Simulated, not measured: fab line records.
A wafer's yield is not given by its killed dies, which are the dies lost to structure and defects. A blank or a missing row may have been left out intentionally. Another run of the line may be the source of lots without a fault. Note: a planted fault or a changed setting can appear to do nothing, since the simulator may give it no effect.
Which of the tools did it? | flow berkeley_cmos170 | Sampling: 14 lots, 42 wafers, 3 of 331 route steps

WHAT EACH GAUGE READ, for each wafer
UCB170_PLDD_CD_MEAS_06: the cd target is 1200 nm. Usual: cd_nm at 1199.9 nm, with a standard deviation of 1.5.
lot  | measured     | on        | cd_nm (nm)           | flag
L482 | day 6 15:19  | cd_sem-01 | 1200.7 1202.6 1200.6 |
L486 | day 7 12:39  | cd_sem-02 | 1199.3 1198.3 1198.5 |
L485 | day 7 13:07  | cd_sem-01 | 1200.3 1200.6 1199.1 |
L487 | day 7 18:40  | cd_sem-02 | 1199.3 1200.5 1201.0 |
L489 | day 8 06:04  | cd_sem-01 | 1199.9 1199.6 1199.4 |
L500 | day 9 16:13  | cd_sem-02 | 1201.6 1200.6 1199.8 |
L499 | day 9 17:11  | cd_sem-01 | 1198.4 1197.6 1196.8 |
L498 | day 9 17:26  | cd_sem-01 | 1200.8 1200.2 1202.3 |
L501 | day 10 09:22 | cd_sem-02 | 1198.9 1199.3 1200.0 |
L502 | day 10 21:16 | cd_sem-01 | 1199.0 1200.3 1198.8 |
L503 | day 10 21:21 | cd_sem-02 | 1201.8 1200.3 1201.5 |
L504 | day 11 09:39 | cd_sem-01 | 1200.1 1199.3 1199.6 |

EACH LOT AND THE TOOL THAT RAN IT (in order: tool; ch and the chambers of the sampled wafers; start)
lot  | UCB170_GATE_PEB_10                | UCB170_GATE_STRIP_16
L482 | litho_track-01 ch 0, day 6 13:07  | plasma_asher-01 ch 0,1, day 6 13:36
L486 | litho_track-03 ch 0, day 7 10:17  | plasma_asher-01 ch 0,1, day 7 10:49
L485 | litho_track-03 ch 0, day 7 10:42  | plasma_asher-02 ch 0,1, day 7 11:13
L487 | litho_track-01 ch 0, day 7 16:38  | plasma_asher-02 ch 0,1, day 7 17:10
L489 | litho_track-02 ch 0, day 8 03:57  | plasma_asher-02 ch 0,1, day 8 04:29
L494 | litho_track-02, day 9 01:52       | plasma_asher-04 ch 0,1, day 9 02:25
L496 | litho_track-01, day 9 04:29       | plasma_asher-02 ch 0,1, day 9 04:59
L500 | litho_track-01 ch 0, day 9 13:56  | plasma_asher-04 ch 0,1, day 9 14:27
L499 | litho_track-03 ch 0, day 9 14:14  | plasma_asher-01 ch 0,1, day 9 14:44
L498 | litho_track-01 ch 0, day 9 14:26  | plasma_asher-02 ch 0,1, day 9 14:56
L501 | litho_track-03 ch 0, day 10 07:25 | plasma_asher-04 ch 1, day 10 07:55
L502 | litho_track-01 ch 0, day 10 17:04 | plasma_asher-02 ch 0,1, day 10 17:34
L503 | litho_track-01 ch 0, day 10 17:19 | plasma_asher-01 ch 0,1, day 10 17:50
L504 | litho_track-02 ch 0, day 11 07:41 | plasma_asher-02 ch 0,1, day 11 08:11
- UCB170_GATE_PEB_10
- UCB170_GATE_STRIP_16: strips in O2.

AS READ BY THE TOOLS THEMSELVES (means over the sampled wafers that have a number; for cases with no such wafer, the mark the record gives instead)
UCB170_GATE_PEB_10. Usual: chill_plate_temp_C 22.98 C, standard deviation 0.11; exhaust_pa 44.6 Pa, standard deviation 0.89.
lot  | tool           | chill_plate_temp_C (C) | exhaust_pa (Pa) | flag
L482 | litho_track-01 | 22.95                  | 45.2            |
L486 | litho_track-03 | 22.97                  | 44.3            |
L485 | litho_track-03 | 22.89                  | 44.1            |
L487 | litho_track-01 | 23.02                  | 43.9            |
L489 | litho_track-02 | 22.90                  | 44.0            |
L494 | litho_track-02 | -                      | -               | OFF
L496 | litho_track-01 | -                      | -               | OFF
L500 | litho_track-01 | 22.93                  | 44.7            |
L499 | litho_track-03 | 22.92                  | 44.0            |
L498 | litho_track-01 | 23.19                  | 45.2            |
L501 | litho_track-03 | 23.14                  | 45.0            |
L502 | litho_track-01 | 22.99                  | 43.9            |
L503 | litho_track-01 | 22.99                  | 45.0            |
L504 | litho_track-02 | 22.88                  | 45.3            |

UCB170_GATE_STRIP_16. Usual: drypump_motor_current_A 5.8 A, standard deviation 0.36; oes_product_au 0.724 a.u., standard deviation 0.0043.
lot  | tool            | drypump_motor_current_A (A) | oes_product_au (a.u.) | flag
L482 | plasma_asher-01 | 5.7                         | 0.723                 |
L486 | plasma_asher-01 | 5.8                         | 0.729                 |
L485 | plasma_asher-02 | 5.7                         | 0.726                 |
L487 | plasma_asher-02 | 6.0                         | 0.718                 |
L489 | plasma_asher-02 | 6.0                         | 0.722                 |
L494 | plasma_asher-04 | 5.6                         | 0.721                 |
L496 | plasma_asher-02 | 5.7                         | 0.727                 |
L500 | plasma_asher-04 | 5.9                         | 0.729                 |
L499 | plasma_asher-01 | 5.8                         | 0.726                 |
L498 | plasma_asher-02 | 5.9                         | 0.726                 |
L501 | plasma_asher-04 | 5.2                         | 0.728                 |
L502 | plasma_asher-02 | 5.7                         | 0.725                 |
L503 | plasma_asher-01 | 5.9                         | 0.723                 |
L504 | plasma_asher-02 | 5.7                         | 0.725                 |

THE ANSWER, worked out from the rows above alone
Rule: a lot counts as off when the mean over its wafers that have a number is more than 3 standard deviations away from the usual mean. Also off: a lot with no number at a reading for which 4 or more lots have one. All remaining lots with rows at the step are treated as sound. After the gauges, taken in route order, come the tools' own readings; for these a lot's mean is taken, as printed above. At the first step where some lot is off, the reading lying furthest off is the one used; lots without a number count as furthest.
Off, at UCB170_GATE_PEB_10 on chill_plate_temp_C: L494, L496. Without a number there: L494, L496.
If a tool, at that step or one of the process steps before it, ran each lot that is off and ran no sound lot following the first of them, it fits. Of those tried, none fits.

WHAT HAD BEEN PUT IN BY THE SIMULATOR
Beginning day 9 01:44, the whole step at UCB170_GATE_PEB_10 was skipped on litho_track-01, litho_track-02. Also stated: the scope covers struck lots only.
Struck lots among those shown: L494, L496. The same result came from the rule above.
